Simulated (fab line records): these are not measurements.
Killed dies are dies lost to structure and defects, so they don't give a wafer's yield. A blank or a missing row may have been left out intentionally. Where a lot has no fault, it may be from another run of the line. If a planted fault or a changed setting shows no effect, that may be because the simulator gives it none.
Check of tool commonality | flow berkeleyCmos170 | Sample size 14 lots and 42 wafers

## WHY THIS WAS OPENED
UCB170_PFIELD_TW_MEAS_09, reading PFIELD_TW: flagged on 2 of 14 lots. Wafers without a fault read 597, standard deviation 5.4.
Rule: a lot is flagged when every wafer of it that has a number lies more than 4 standard deviations from that mean, or none has a number. The rest of the lots are taken to be sound.

lot  | measured    | on           | PFIELD_TW, wafer by wafer | flag
L794 | day 4 20:29 | filmMetro-04 | 592 593 592               | 
L795 | day 4 20:44 | filmMetro-04 | 591 592 592               | 
L798 | day 6 00:06 | filmMetro-04 | 590 592 591               | 
L803 | day 6 14:59 | filmMetro-01 | 564 563 564               | FLAGGED
L804 | day 7 00:00 | filmMetro-01 | 559 562 561               | FLAGGED
L806 | day 7 06:04 | filmMetro-04 | 594 592 594               | 
L808 | day 7 20:01 | filmMetro-04 | 597 598 598               | 
L807 | day 7 20:16 | filmMetro-01 | 600 602 603               | 
L809 | day 8 04:34 | filmMetro-01 | 607 605 608               | 
L812 | day 8 12:13 | filmMetro-03 | 603 605 605               | 
L813 | day 9 05:22 | filmMetro-04 | 594 595 596               | 
L814 | day 9 05:49 | filmMetro-03 | 605 599 603               | 
L815 | day 9 13:42 | filmMetro-01 | 603 599 605               | 
L817 | day 9 22:41 | filmMetro-04 | 596 593 596               | 
The mean of the flagged lots' numbers is 562, -35 from the usual (-6 standard deviations).

## WHICH TOOL EACH LOT WENT THROUGH
The record keeps 1 process step preceding the reading, out of 331 steps on the route. Read each cell as the tool, then ch plus the chambers that the sampled wafers visited, then the start.
lot  | flag    | UCB170_PFIELD_IMPLANT_07
L794 |         | implanter-01 ch 0, day 4 20:16
L795 |         | implanter-01 ch 0, day 4 20:29
L798 |         | implanter-01 ch 0, day 5 23:51
L803 | FLAGGED | implanter-03 ch 0, day 6 14:44
L804 | FLAGGED | implanter-03 ch 0, day 6 23:47
L806 |         | implanter-01 ch 0, day 7 05:52
L808 |         | implanter-01 ch 0, day 7 19:46
L807 |         | implanter-02 ch 0, day 7 20:01
L809 |         | implanter-01 ch 0, day 8 04:19
L812 |         | implanter-01 ch 0, day 8 11:58
L813 |         | implanter-01 ch 0, day 9 05:07
L814 |         | implanter-02 ch 0, day 9 05:35
L815 |         | implanter-01 ch 0, day 9 13:29
L817 |         | implanter-01 ch 0, day 9 22:28
What these steps do:
- UCB170_PFIELD_IMPLANT_07
- UCB170_PFIELD_TW_MEAS_09

## FLAGGED AGAINST TOTAL, ONE TOOL AT A TIME (gauges that did the reading follow at the end)
step                     | tool         | lots run | flagged | share of the flagged lots | sound lots run after its first flagged lot
UCB170_PFIELD_IMPLANT_07 | implanter-01 | 10       | 0       | none                      | -
UCB170_PFIELD_IMPLANT_07 | implanter-02 | 2        | 0       | none                      | -
UCB170_PFIELD_IMPLANT_07 | implanter-03 | 2        | 2       | all                       | 0
UCB170_PFIELD_TW_MEAS_09 | filmMetro-01 | 5        | 2       | all                       | 3 (L807,L809,L815)
UCB170_PFIELD_TW_MEAS_09 | filmMetro-03 | 2        | 0       | none                      | -
UCB170_PFIELD_TW_MEAS_09 | filmMetro-04 | 7        | 0       | none                      | -

## WHAT THE TABLE PERMITS
2 rows of the table ran every flagged lot: implanter-03 at UCB170_PFIELD_IMPLANT_07, filmMetro-01 at UCB170_PFIELD_TW_MEAS_09.
- implanter-03 at UCB170_PFIELD_IMPLANT_07 ran 2 lots, 2 of them flagged. No sound lot ran on it before its first flagged lot in this sample; the start therefore can't be narrowed down. Its own readings (beamOnS, faradayCurrentUA) fall more than 4 standard deviations out on all wafers of the flagged lots.
- filmMetro-01 at UCB170_PFIELD_TW_MEAS_09 ran 5 lots, 2 of them flagged. Sound lots followed the first flagged one (L807, L809, L815) on it, something a lasting fault affecting the whole tool could not allow.
One tool is left: implanter-03 at UCB170_PFIELD_IMPLANT_07.

## WHAT WAS PUT IN BY THE SIMULATOR
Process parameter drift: implanter-03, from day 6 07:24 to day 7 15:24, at UCB170_PFIELD_IMPLANT_07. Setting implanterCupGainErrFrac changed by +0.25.
Lots struck among those shown: L803, L804. This agrees with what the rule above found.
